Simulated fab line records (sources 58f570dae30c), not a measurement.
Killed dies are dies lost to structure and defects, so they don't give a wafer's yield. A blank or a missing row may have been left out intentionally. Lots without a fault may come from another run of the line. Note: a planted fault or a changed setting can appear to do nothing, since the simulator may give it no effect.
A lot that was struck, set against a sound lot / flow berkeley-cmos170 / 28 steps out of a route of 331
Sound: these wafers, L306.1, L306.2, L306.3. Struck: wafers L312.1, L312.3, L312.4. At the end, the cause is stated.
Order at every step that has rows: each side's tool, ch and its chambers, its first start. Under that, the readings that differ: sound wafers / struck wafers / difference of the means / sigmas: that difference in standard deviations of wafers without a fault.
alike: same words and numbers on both sides, and readings whose means sit less than 2 such deviations apart. not compared: any withheld reading, any reading some wafer has no value for, any bound like >300 that may hide the same value, and any number with overlapping values for which the record gives no deviation.
The two part at a step that has a row with sigmas, a row that says differs or no value, or rows on one side only. Numbers that have no deviation but don't overlap get no sigmas and don't part them. A reading that every wafer of one side lacks parts them only if that side has two wafers or more.

UCB170_GATE_CD_MEAS_90: the cd target is 350 nm.
  sound on cd-sem-01 at day 7 03:12; struck on cd-sem-02 at day 8 18:31
  alike: cd-nm
then, 7 steps without rows for these wafers: UCB170_GATE_CLEAN_17 (cleans in SPM, time 600 s); UCB170_PLDD_HMDS_00 (prime time 60 s); UCB170_PLDD_COAT_01 (resist thk 900 nm); UCB170_PLDD_SOFTBAKE_02 (time 60 s); UCB170_PLDD_EXPOSE_03 (exposes mask PSELECT, target cd 1200 nm); UCB170_PLDD_PEB_04; UCB170_PLDD_DEVELOP_05 (develop time 45 s).
UCB170_PLDD_CD_MEAS_06: the cd target is 1200 nm.
  sound on cd-sem-01 at day 7 04:28; struck on cd-sem-01 at day 8 20:02
reading=cd-nm (nm); sound=1199.9 1198.4 1196.7; struck=1200.4 1200.6 1201.6; difference=+2.5; sigmas=+2
UCB170_PLDD_OVL_MEAS_07:
  sound on overlay-02 at day 7 04:35; struck on overlay-02 at day 8 20:10
  alike: PLDD_OVL
then, 2 steps without rows for these wafers: UCB170_PLDD_IMPLANT_08; UCB170_PLDD_IMPLANT_09.
UCB170_PLDD_STRIP_10: strips in O2.
  sound on plasma-asher-02 ch 0,1, day 7 04:55; struck on plasma-asher-03 ch 0,1, day 8 20:34
  no value came back on the struck wafers for chamber-pressure-mTorr (mTorr), drypump-motor-current-A (A), oes-product-au (a.u.), strip-time-to-endpoint-s (s); on the sound wafers chamber-pressure-mTorr (mTorr) reads 3505 3495 3507
reading=model.KrF_of_PLDD_COAT_01.thk-nm (nm); sound=0 0 0; struck=882.4 882.6 881; difference=+882.0; sigmas=
  not compared: rf-hours-counter-h
UCB170_PLDD_TW_MEAS_11:
  sound on film-metro-04 at day 7 05:01; struck on film-metro-02 at day 8 20:40
  alike: PLDD_TW
then, 7 steps without rows for these wafers: UCB170_PLDD_CLEAN_12 (cleans in SPM, time 600 s); UCB170_NLDD_HMDS_00 (prime time 60 s); UCB170_NLDD_COAT_01 (resist thk 900 nm); UCB170_NLDD_SOFTBAKE_02 (time 60 s); UCB170_NLDD_EXPOSE_03 (exposes mask NSELECT, target cd 1200 nm); UCB170_NLDD_PEB_04; UCB170_NLDD_DEVELOP_05 (develop time 45 s).
UCB170_NLDD_CD_MEAS_06: the cd target is 1200 nm.
  sound on cd-sem-02 at day 7 06:52; struck on cd-sem-01 at day 8 22:14
  alike: cd-nm
UCB170_NLDD_OVL_MEAS_07:
  sound on overlay-02 at day 7 06:59; struck on overlay-01 at day 8 22:22
  alike: NLDD_OVL
then, 2 steps without rows for these wafers: UCB170_NLDD_IMPLANT_08; UCB170_NLDD_IMPLANT_09.
UCB170_NLDD_STRIP_10: strips in O2.
  sound on plasma-asher-01 ch 0,1, day 7 07:19; struck on plasma-asher-01 ch 0,1, day 8 22:42
reading=strip-time-to-endpoint-s (s); sound=21.67 21.58 21.71; struck=47.68 47.73 47.64; difference=+26.03; sigmas=+99 or more
  alike: chamber-pressure-mTorr, drypump-motor-current-A, oes-product-au
  not compared: rf-hours-counter-h
UCB170_NLDD_TW_MEAS_11:
  sound on film-metro-02 at day 7 07:25; struck on film-metro-04 at day 8 22:48
reading=NLDD_TW; sound=2186 2186 2175; struck=30 30 30; difference=-2152; sigmas=-98
then, 1 step without rows for these wafers: UCB170_NLDD_CLEAN_12 (cleans in SPM, time 600 s).

WHERE THEY PART
First at UCB170_PLDD_CD_MEAS_06; last, within this record, at UCB170_NLDD_TW_MEAS_11.

WHY: what the simulator had put in
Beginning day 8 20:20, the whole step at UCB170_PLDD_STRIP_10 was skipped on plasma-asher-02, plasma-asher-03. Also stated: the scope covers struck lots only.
